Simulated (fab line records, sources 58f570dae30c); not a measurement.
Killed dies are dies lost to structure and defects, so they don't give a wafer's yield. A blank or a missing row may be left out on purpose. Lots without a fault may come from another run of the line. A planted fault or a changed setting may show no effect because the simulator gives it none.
Split-lot experiment | flow berkeley_cmos170 | 5 lots, 27 wafers read, on a route of 331 steps

THE SPLIT
At UCB170_ZERO_ETCH_06 (etches SiO2 in CHF3/CF4/Ar, time 12 s), the setting target_depth_a was moved away from the recipe's 516 angstrom on 9 of the 27 wafers read, by -23.6% to -15.1%. The other wafers ran this setting at the recipe's value.

The reading is taken at the split's own step.

THE READING
oes_product_au, in a.u., at UCB170_ZERO_ETCH_06 (etches SiO2 in CHF3/CF4/Ar, time 12 s). Fault-free wafers of this fab line usually give 0.616 a.u., standard deviation 0.011 a.u..

wafer  | tool, chamber at the split | target_depth_a as run, angstrom | against the recipe | oes_product_au, a.u. | against lot-mates on the recipe
L075.1 | rie_diel-02, 0             | 423.6                           | -17.9%             | 0.674                | +0.061
L075.2 | rie_diel-02, 3             | 516                             | recipe             | 0.633                | -
L075.3 | rie_diel-02, 2             | 516                             | recipe             | 0.606                | -
L075.4 | rie_diel-02, 1             | 423.6                           | -17.9%             | 0.672                | +0.059
L075.5 | rie_diel-02, 2             | 516                             | recipe             | 0.600                | -
L075.6 | rie_diel-02, 3             | 423.6                           | -17.9%             | 0.671                | +0.058
L077.1 | rie_diel-01, 2             | 516                             | recipe             | 0.604                | -
L077.2 | rie_diel-01, 1             | 516                             | recipe             | 0.629                | -
L077.3 | rie_diel-01, 3             | 516                             | recipe             | 0.614                | -
L077.4 | rie_diel-01, 0             | 516                             | recipe             | 0.613                | -
L077.5 | rie_diel-01, 3             | 516                             | recipe             | 0.607                | -
L077.6 | rie_diel-01, 2             | 516                             | recipe             | 0.604                | -
L081.1 | rie_diel-03, 2             | 516                             | recipe             | 0.607                | -
L081.2 | rie_diel-03, 0             | 438.3                           | -15.1%             | 0.669                | +0.061
L081.3 | rie_diel-03, 1             | 516                             | recipe             | 0.607                | -
L081.4 | rie_diel-03, 3             | 516                             | recipe             | 0.610                | -
L081.5 | rie_diel-03, 3             | 438.3                           | -15.1%             | 0.652                | +0.044
L081.6 | rie_diel-03, 0             | 438.3                           | -15.1%             | 0.681                | +0.073
L083.1 | rie_diel-03, 1             | 394                             | -23.6%             | 0.679                | +0.063
L083.2 | rie_diel-03, 3             | 394                             | -23.6%             | 0.694                | +0.078
L083.3 | rie_diel-03, 2             | 394                             | -23.6%             | 0.686                | +0.070
L083.4 | rie_diel-03, 0             | 516                             | recipe             | 0.633                | -
L083.5 | rie_diel-03, 2             | 516                             | recipe             | 0.599                | -
L083.6 | rie_diel-03, 1             | 516                             | recipe             | 0.615                | -
L085.2 | rie_diel-02, 0             | 516                             | recipe             | 0.617                | -
L085.3 | rie_diel-02, 3             | 516                             | recipe             | 0.627                | -
L085.4 | rie_diel-02, 1             | 516                             | recipe             | 0.619                | -

THE FIT
A straight line over all 27 wafers: oes_product_au changes by -0.00322 a.u. for each +1% of target_depth_a; r = -0.95; the points scatter about the line by 0.01 a.u..
The same after taking each lot's own level away (the mean of its wafers on the recipe; 27 wafers): -0.00325 a.u. for each +1%; r = -0.95; scatter 0.01 a.u..
On that fit, the largest move of target_depth_a shifts the reading by 0.077 a.u..
The lots' own levels span 0.6080 to 0.6210 a.u., that is 1.2 times the standard deviation above.
So the lot-to-lot level changes the slope little: the two slopes agree.
Check: with one of the wafers moved furthest among these (-23.6%) left out of the fit, the line predicts +0.0803 a.u. for it against its lot-mates. It came out at +0.0633 a.u. against them.
Tool readings at the split's step, against how far the setting was moved: oes_product_au r = -0.95.

THE FILE'S OWN FIT
oes_product_au changes by -0.00327 a.u. for each +1% of target_depth_a, r = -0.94.
